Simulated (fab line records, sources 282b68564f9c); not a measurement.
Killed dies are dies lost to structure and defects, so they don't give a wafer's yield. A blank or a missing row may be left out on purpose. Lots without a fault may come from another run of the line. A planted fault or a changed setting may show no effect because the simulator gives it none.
Which tool did it? | flow rit_cmos | 14 lots, 42 wafers sampled, at 2 steps of a route of 202

WHAT THE GAUGES READ, wafer by wafer
The record holds no reading of a measuring or inspecting step that can be judged against a usual standard deviation.

WHICH TOOL RAN EACH LOT (tool, then ch and the chambers of the sampled wafers, then the start)
lot  | RIT_CONTACT_DEVELOP_07           | RIT_M1_PROBE_99
L863 | litho_track-02 ch 0, day 3 16:00 | -
L864 | litho_track-03 ch 0, day 3 20:00 | -
L865 | litho_track-03 ch 0, day 4 02:00 | -
L867 | litho_track-03 ch 0, day 4 10:00 | -
L869 | litho_track-02 ch 0, day 4 21:00 | prober-01, day 5 03:18
L870 | litho_track-03 ch 0, day 4 21:00 | -
L871 | litho_track-02 ch 0, day 5 05:00 | prober-01, day 5 11:08
L873 | litho_track-03 ch 0, day 5 16:00 | prober-01, day 5 22:11
L876 | litho_track-02 ch 0, day 6 07:00 | prober-02, day 6 13:25
L878 | litho_track-04 ch 0, day 6 19:00 | -
L879 | litho_track-02 ch 0, day 6 22:00 | -
L882 | litho_track-03 ch 0, day 8 03:00 | -
L883 | litho_track-04 ch 0, day 8 03:00 | -
L885 | litho_track-03 ch 0, day 8 13:00 | prober-01, day 8 19:18
- RIT_CONTACT_DEVELOP_07: develop time 120 s.
- RIT_M1_PROBE_99

WHAT THE TOOLS THEMSELVES READ (means of the sampled wafers that have a number; where no wafer has one, the mark that the record gives instead)
RIT_CONTACT_DEVELOP_07.
lot  | tool           | developer_temp_C (C)
L863 | litho_track-02 | 23.08
L864 | litho_track-03 | 23.11
L865 | litho_track-03 | 22.92
L867 | litho_track-03 | 23.00
L869 | litho_track-02 | 23.07
L870 | litho_track-03 | 23.00
L871 | litho_track-02 | 23.11
L873 | litho_track-03 | 23.02
L876 | litho_track-02 | 22.40
L878 | litho_track-04 | 23.03
L879 | litho_track-02 | 22.28
L882 | litho_track-03 | 23.10
L883 | litho_track-04 | 22.81
L885 | litho_track-03 | 22.88

RIT_M1_PROBE_99.
lot  | tool      | killed_at_M0_to_M3 | killed_at_contacts | killed_at_front_end | killed_dies | killed_open | killed_short
L869 | prober-01 | 0.0                | 0.0                | 8                   | 8           | 4.3         | 3.3
L871 | prober-01 | 0.0                | 0.0                | 9                   | 9           | 6.0         | 3.3
L873 | prober-01 | 0.3                | 0.0                | 4                   | 5           | 2.3         | 2.3
L876 | prober-02 | 0.0                | 0.0                | 5                   | 5           | 2.0         | 3.0
L885 | prober-01 | 0.0                | 0.0                | 6                   | 6           | 1.7         | 4.0

THE ANSWER, worked out from the rows above alone
Rule: what is usual is taken from the lots themselves. Put in order of their means at a reading, lots are off if they are a third of the lots or fewer, leave a main group of 4 or more, and stand apart from it by a gap of 3 or more times the standard deviation of the main group's means; of several such gaps the widest counts. A main group whose means are all the same, to the digits that the tables above print for the reading, isn't used. A lot without any number at a reading at which 4 lots or more have one is off too. The other lots that the step has rows for count as sound. The gauges are gone through in route order, then the tools' own readings, and for those a lot's mean is taken as printed above. The first step at which some lot is off is used, and at that step the reading that is off furthest; a lot without a number counts as furthest.
Off: L876, L879, at RIT_CONTACT_DEVELOP_07 (developer_temp_C). The main group: mean 23.01 C, standard deviation 0.092.
A tool fits if, at that step or a process step before it, it ran every lot that is off, and no sound lot after the first of them. One fits: litho_track-02 at RIT_CONTACT_DEVELOP_07. Its last sound lot is L871 (day 5 05:00), its first lot that is off L876 (day 6 07:00): a fault that began between those two fits.
The tool's own readings at RIT_CONTACT_DEVELOP_07 bear it out: on the lots that are off they differ by more than 5 times the standard deviation of the sound lots' means. developer_temp_C reads 22.34 C there against 23.01 C on the sound lots.

WHAT THE SIMULATOR HAD PUT IN
Process parameter drift: litho_track-02, from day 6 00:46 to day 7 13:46, at RIT_CONTACT_DEVELOP_07. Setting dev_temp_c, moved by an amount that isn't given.
Lots struck among those shown: L876, L879. The rule above found the same.
